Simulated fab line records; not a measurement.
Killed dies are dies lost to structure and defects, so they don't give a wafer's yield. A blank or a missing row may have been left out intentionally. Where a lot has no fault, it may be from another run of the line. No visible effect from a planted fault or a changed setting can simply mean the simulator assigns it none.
Comparing a struck lot with a sound one | flow berkeley cmos170 | 17 out of 331 route steps
Sound: these wafers, L983.1, L983.4, L983.6. Wafers struck: L986.2, L986.3, L986.4. The cause is given at the end.
Order at every step that has rows: each side's tool, ch and its chambers, its first start. Under that, the readings that differ: sound wafers | struck wafers | difference of the means | sigmas: that difference in standard deviations of wafers without a fault.
alike: a reading whose means differ by less than 2 such deviations, as well as words and numbers matching on both sides. not compared: withheld readings; readings where some wafer has no value; bounds like >300 that might hide an equal value; numbers whose values overlap and for which the record gives no deviation.
The two part at a step that has a row with sigmas, a row that says differs or no value, or rows on one side only. Numbers that don't overlap but have no deviation are shown without sigmas and don't part them. Lack of a reading on every wafer of one side parts them only where that side has two or more wafers.

first, 1 step without rows for these wafers: UCB170_NWELL_OXIDATION_01 (target thk 26.4 nm, ox time 1260 s).
UCB170_NWELL_THK_MEAS_02:
  struck on film metro-02, day 3 02:42; sound on film metro-03, day 2 14:09
  alike: NWELL_OXIDE_THK
then, 2 steps without rows for these wafers: UCB170_NWELL_ANNEAL_03 (time 900 s); UCB170_NWELL_CVD_04 (deposits Si3N4 from SiH2Cl2/NH3, target thk 224 nm, time 3360 s).
UCB170_NWELL_THK_MEAS_05:
  struck on film metro-01, day 3 10:42; sound on film metro-01, day 2 23:54
  alike: NWELL_NITRIDE_THK
then, 6 steps without rows for these wafers: UCB170_NWELL_HMDS_06 (prime time 60 s); UCB170_NWELL_COAT_07 (resist thk 900 nm); UCB170_NWELL_SOFTBAKE_08 (time 60 s); UCB170_NWELL_EXPOSE_09 (exposes mask NWELL, target cd 3000 nm); UCB170_NWELL_PEB_10; UCB170_NWELL_DEVELOP_11 (develop time 45 s).
UCB170_NWELL_OVL_MEAS_12:
  struck on overlay-02, day 3 12:35; sound on overlay-01, day 3 00:56
  alike: NWELL_OVL
UCB170_NWELL_ETCH_13: etches Si3N4 in CH3F/Ar/O2, stops on SiO2, target depth 246.4 nm, time 154 s.
  sound on rie diel-03 ch 2,3, day 3 00:58; struck on rie diel-03 ch 0,1,2, day 3 12:37
  reading                                | sound             | struck            | difference | sigmas
  oes product au (a.u.)                  | 0.955 0.949 0.960 | 0.755 0.762 0.764 | -0.194     | -13
  model.etch.depth nm (nm)               | 227.2 228.3 225.9 | 152.3 156.6 152.4 | -73.4      |
  model.KrF_of_NWELL_COAT_07.thk nm (nm) | 725 724.3 726.7   | 785.2 781.5 784.9 | +58.5      |
  alike: drypump motor current A, throttle valve pct
  not compared: rf hours counter h
following that, these wafers have no rows for 1 step: UCB170_NWELL_IMPLANT_14.
UCB170_NWELL_STRIP_15: strips in O2.
  sound on plasma asher-04 ch 0,1, day 3 01:13; struck on plasma asher-04 ch 0,1, day 3 12:52
  reading                      | sound             | struck            | difference | sigmas
  strip time to endpoint s (s) | 18.11 18.10 18.14 | 19.54 19.45 19.53 | +1.39      | +14
  alike: drypump motor current A, oes product au
  not compared: rf hours counter h
UCB170_NWELL_TW_MEAS_16:
  struck on film metro-03, day 3 12:59; sound on film metro-02, day 3 01:19
  reading  | sound          | struck         | difference | sigmas
  NWELL_TW | 1253 1268 1259 | 1216 1218 1226 | -40        | -2
UCB170_M3_PROBE_99:
  the record has rows for the sound wafers here (prober-01, day 9 05:44) and none for the struck ones

== WHERE THEY PART ==
Last at UCB170_M3_PROBE_99 as far as this record goes, first at UCB170_NWELL_ETCH_13.

WHY: what the simulator had put in
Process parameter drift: rie diel-03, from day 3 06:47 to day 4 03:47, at UCB170_NWELL_ETCH_13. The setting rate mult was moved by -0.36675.
